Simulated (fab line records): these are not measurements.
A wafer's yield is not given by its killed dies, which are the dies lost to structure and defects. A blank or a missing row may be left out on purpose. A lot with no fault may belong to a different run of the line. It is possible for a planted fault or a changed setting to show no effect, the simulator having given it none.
Matching of chambers    flow rit cmos    rie si-01 running RIT_GATE_ETCH_19: 4 sister chambers
The step etches poly-Si in SF6/CHF3/O2, stops on SiO2, time 165 s, target depth 312.5 nm. 14 wafers are shown with their chamber, then 6 later ones without.

== WAFERS, EACH WITH ITS CHAMBER ==
wafer   chamber  drypump motor current A (A)  throttle valve pct (%)  oes product au (a.u.)
L423.3  1        5.2                          10.24                   0.832
L423.5  1        5.2                          10.26                   0.836
L423.6  0        5.4                          10.23                   0.810
L425.2  2        5.8                          10.23                   0.829
L425.3  0        5.3                          10.24                   0.830
L425.6  0        5.4                          10.23                   0.821
L427.2  3        6.6                          10.31                   0.838
L427.3  0        5.4                          10.25                   0.816
L427.4  2        5.8                          10.22                   0.828
L429.3  2        5.8                          10.22                   0.822
L429.4  1        5.2                          10.25                   0.843
L429.6  0        5.4                          10.24                   0.820
L431.1  0        5.4                          10.23                   0.824
L431.2  3        6.7                          10.29                   0.843

SIGNATURES, as means of the wafers listed above
reading                  chamber 0  chamber 1  chamber 2  chamber 3  scatter within a chamber
drypump motor current A  5.383      5.200      5.800      6.650      0.0365
throttle valve pct       10.2367    10.2500    10.2233    10.3000    0.00894
oes product au           0.82017    0.83700    0.82633    0.84050    0.0058
Rule: distance of a wafer from a chamber = root of the sum over the readings of ((wafer's reading minus chamber's mean) / reading's scatter) squared. The wafer belongs to the nearest chamber; if the next one is less than 2 further off, it can't be placed. The scatter is the square root of a quotient: the sum, over the shown wafers, of each reading's squared deviation from its chamber's mean, divided by wafers minus chambers.

== WAFERS WITH NO CHAMBER GIVEN ==
wafer   drypump motor current A (A)  throttle valve pct (%)  oes product au (a.u.)
L431.5  5.8                          10.24                   0.832
L433.3  5.2                          10.27                   0.844
L433.4  6.6                          10.29                   0.841
L433.5  5.3                          10.24                   0.821
L437.5  5.2                          10.26                   0.847
L437.6  5.4                          10.25                   0.826

== WHICH CHAMBER EACH WENT THROUGH ==
wafer   from the rows above      in truth
L431.5  2                        2
L433.3  1                        1
L433.4  3                        3
L433.5  can't be placed: 0 or 1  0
L437.5  1                        1
L437.6  0                        0
Placed correctly: 5 of 6. Not placeable from these rows: 1 (in 1, the candidates include the true chamber). Number placed wrongly: 0.
